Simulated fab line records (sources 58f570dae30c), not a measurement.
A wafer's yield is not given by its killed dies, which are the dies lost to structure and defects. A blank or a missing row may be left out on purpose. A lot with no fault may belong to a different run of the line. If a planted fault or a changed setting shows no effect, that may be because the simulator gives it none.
The tool behind it: which one? ; flow berkeley-cmos170 ; at 1 step of a route of 331, 7 lots with 21 wafers sampled

WHAT THE GAUGES READ, wafer by wafer
UCB170_START_THK_MEAS_03.
lot;measured;on;START_OXIDE_THK (nm)
L920;day 2 12:14;film-metro-01;20.4 20.6 20.6
L922;day 2 20:36;film-metro-01;20.2 20.4 20.4
L924;day 3 05:22;film-metro-01;20.1 19.8 19.6
L930;day 4 14:40;film-metro-02;20.2 20.1 20.3
L932;day 4 23:56;film-metro-01;19.8 19.6 19.6
L937;day 6 00:18;film-metro-02;19.2 19.5 19.3
L939;day 6 13:04;film-metro-04;19.8 20.0 19.9

WHAT TOOL EACH LOT RAN ON (gives the tool, then ch and the chambers of the sampled wafers, and finally the start)
The record holds no process step before these readings.

THE ANSWER, worked out from the rows above alone
Rule: usual is defined by the lots themselves. The widest of any qualifying gaps counts: lots, ordered by their means at a reading, are off when they make up no more than a third of the lots, leave a main group of 4 or more, and stand apart from it by 3 or more times the standard deviation of that group's means. The tables above print the reading to a certain number of digits; a main group whose means all agree to those digits is not used. A lot without any number at a reading at which 4 lots or more have one is off too. Any other lot the step has rows for is counted as sound.
Across all readings shown, no lot is off: no conclusion can be drawn from this.

WHAT THE SIMULATOR PUT IN
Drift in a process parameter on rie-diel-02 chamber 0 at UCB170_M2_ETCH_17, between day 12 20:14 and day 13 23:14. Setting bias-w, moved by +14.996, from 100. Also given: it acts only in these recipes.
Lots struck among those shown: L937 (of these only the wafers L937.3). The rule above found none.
